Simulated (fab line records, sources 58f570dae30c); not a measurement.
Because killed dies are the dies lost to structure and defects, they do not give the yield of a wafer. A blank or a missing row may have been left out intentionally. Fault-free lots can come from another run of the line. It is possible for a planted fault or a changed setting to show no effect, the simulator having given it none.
8D (eight disciplines) problem report, filled in by code    flow berkeley_cmos170    the parts of the form that need people (team, actions taken, sign-off) are left out

== 1. WHAT WENT WRONG ==
Mean of dose_ions_cm2 at UCB170_PFIELD_IMPLANT_07: 1.9401e+13 across 6 wafers in 2 lots; on wafers with no fault it is 2.0002e+13 (standard deviation 2.1e+10). Measured from the usual mean, that is -29 standard deviations.
Seen first at day 7 13:53 on implanter-02, wafer L420.3. At this step, 42 wafers from 14 lots have a number in the record. By rule, "out" or "out of limits" means more than 4 standard deviations away from the usual mean. The other wafers with a number count as sound.

== 2. WHAT IT IS; WHAT IT IS NOT ==
question                     is                      is not
which readings at this step  dose_ions_cm2           beam_energy_keV
which lots                   L420, L424              L409, L410, L411, L413, L414, L418, L419, L427, L429, L430, L431, L432
which wafers of those lots   all that have a number  -
read on which tools          implanter-02            implanter-01, implanter-03
when                         from day 7 13:53        up to then (21 sound wafers); but 15 sound wafers of L427, L429, L430, L431, L432 came after

== 3. THE SUSPECTS, EACH WITH WHAT RULES IT OUT ==
Counting: a tool at a process step up to the reading stays a suspect if it ran every lot that is out and no sound lot after the first of them.
- implanter-02 at UCB170_PFIELD_IMPLANT_07: kept. It processed each lot that is out, first L420 at day 7 13:53, and no sound lot thereafter; up to then, the last sound lot it processed was L414 at day 6 05:06. Its own dose_ions_cm2 readings are out on those wafers.
Left after counting: implanter-02 at UCB170_PFIELD_IMPLANT_07.

== 4. THE CAUSE (what the simulator had put in) ==
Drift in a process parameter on implanter-02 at UCB170_PFIELD_IMPLANT_07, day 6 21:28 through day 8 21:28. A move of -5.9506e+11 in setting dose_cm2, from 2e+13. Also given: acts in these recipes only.
Counting left only this tool.

== 5. THE CHAIN OF EFFECTS, in route order ==
Rows list readings where the struck wafers' mean (over those with a number) sits beyond 3 standard deviations from the usual. Scope: only readings with a usual standard deviation given in the record; hours: median across lots of the time from each lot's start at the first step in this table that gives one to its start at this step; sigmas: change in usual standard deviations.
hours  step                      reading        usual       on struck wafers  change       sigmas
0      UCB170_PFIELD_IMPLANT_07  dose_ions_cm2  2.0002e+13  1.9401e+13        -6.0083e+11  -29
It contains these process steps:
- UCB170_PFIELD_IMPLANT_07

== 6. HOW IT WOULD HAVE BEEN CAUGHT EARLIER ==
The fault began at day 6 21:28; the first out-of-limits reading in this record came at day 7 13:53, 16 hours later.
